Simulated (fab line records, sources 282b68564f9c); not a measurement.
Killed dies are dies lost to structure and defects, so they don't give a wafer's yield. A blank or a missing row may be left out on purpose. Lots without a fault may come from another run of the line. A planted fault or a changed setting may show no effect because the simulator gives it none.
Which tool did it? | flow rit_cmos | 14 lots, 42 wafers sampled, at 2 steps of a route of 202

WHAT THE GAUGES READ, wafer by wafer
RIT_PRETRO_OVL_MEAS_06. Usual: PRETRO_OVL -1.8 nm, standard deviation 1.4.
lot  | measured    | on         | PRETRO_OVL (nm) | flag
L814 | day 2 11:56 | overlay-02 | 0.9 1.1 -0.4    |
L815 | day 2 17:44 | overlay-02 | -4.4 -4.0 -3.7  |
L817 | day 3 03:18 | overlay-02 | -1.0 -0.6 -1.4  |
L818 | day 3 11:56 | overlay-01 | -3.1 -3.5 -3.1  |
L819 | day 3 13:53 | overlay-01 | -1.7 -1.8 -2.9  |
L821 | day 3 23:43 | overlay-02 | -0.8 -2.2 -3.1  |
L824 | day 4 15:04 | overlay-01 | -2.0 -0.6 -2.6  |
L825 | day 4 19:01 | overlay-01 | - - -           | OFF
L826 | day 5 00:11 | overlay-02 | - - -           | OFF
L828 | day 5 12:08 | overlay-02 | -3.4 -1.1 -3.0  |
L829 | day 5 15:27 | overlay-01 | 0.4 -1.4 -1.9   |
L830 | day 5 22:38 | overlay-02 | -1.2 -2.8 -2.6  |
L835 | day 6 21:59 | overlay-02 | -3.8 -2.1 -2.9  |
L836 | day 7 05:01 | overlay-02 | -3.6 -2.4 -2.3  |

WHICH TOOL RAN EACH LOT (tool, then ch and the chambers of the sampled wafers, then the start)
lot  | RIT_PRETRO_COAT_01
L814 | litho_track-02 ch 0, day 2 10:59
L815 | litho_track-03 ch 0, day 2 17:02
L817 | litho_track-02 ch 0, day 3 02:26
L818 | litho_track-03 ch 0, day 3 11:12
L819 | litho_track-01 ch 0, day 3 13:02
L821 | litho_track-03 ch 0, day 3 22:57
L824 | litho_track-03 ch 0, day 4 14:22
L825 | litho_track-02, day 4 18:09
L826 | litho_track-01, day 4 23:28
L828 | litho_track-03 ch 0, day 5 11:26
L829 | litho_track-02 ch 0, day 5 14:38
L830 | litho_track-03 ch 0, day 5 21:54
L835 | litho_track-03 ch 0, day 6 21:13
L836 | litho_track-03 ch 0, day 7 03:52
- RIT_PRETRO_COAT_01: resist thk 1300 nm.

WHAT THE TOOLS THEMSELVES READ (means of the sampled wafers that have a number; where no wafer has one, the mark that the record gives instead)
RIT_PRETRO_COAT_01. Usual: chill_plate_temp_C 22.97 C, standard deviation 0.12; dispense_pressure_kPa 54 kPa, standard deviation 4.3.
lot  | tool           | chill_plate_temp_C (C) | dispense_pressure_kPa (kPa) | flag
L814 | litho_track-02 | 23.23                  | 49                          |
L815 | litho_track-03 | 23.05                  | 58                          |
L817 | litho_track-02 | 23.02                  | 49                          |
L818 | litho_track-03 | 23.07                  | 58                          |
L819 | litho_track-01 | 23.00                  | 47                          |
L821 | litho_track-03 | 23.01                  | 58                          |
L824 | litho_track-03 | 23.03                  | 58                          |
L825 | litho_track-02 | -                      | -                           | OFF
L826 | litho_track-01 | -                      | -                           | OFF
L828 | litho_track-03 | 22.93                  | 58                          |
L829 | litho_track-02 | 22.98                  | 49                          |
L830 | litho_track-03 | 22.92                  | 58                          |
L835 | litho_track-03 | 22.91                  | 58                          |
L836 | litho_track-03 | 22.88                  | 58                          |

THE ANSWER, worked out from the rows above alone
Rule: a lot is off if the mean of its wafers that have a number lies more than 3 standard deviations from the usual mean. A lot without any number at a reading at which 4 lots or more have one is off too. The other lots that the step has rows for count as sound. The gauges are gone through in route order, then the tools' own readings, and for those a lot's mean is taken as printed above. The first step at which some lot is off is used, and at that step the reading that is off furthest; a lot without a number counts as furthest.
Off: L825, L826, at RIT_PRETRO_OVL_MEAS_06 (PRETRO_OVL). Without a number there: L825, L826.
A tool fits if, at a process step before that reading, it ran every lot that is off, and no sound lot after the first of them. The gauges at RIT_PRETRO_OVL_MEAS_06 aren't tried: what is off there is off at RIT_PRETRO_COAT_01 too, on other tools, and a gauge's error can't cause that. None of those tried fits.

WHAT THE SIMULATOR HAD PUT IN
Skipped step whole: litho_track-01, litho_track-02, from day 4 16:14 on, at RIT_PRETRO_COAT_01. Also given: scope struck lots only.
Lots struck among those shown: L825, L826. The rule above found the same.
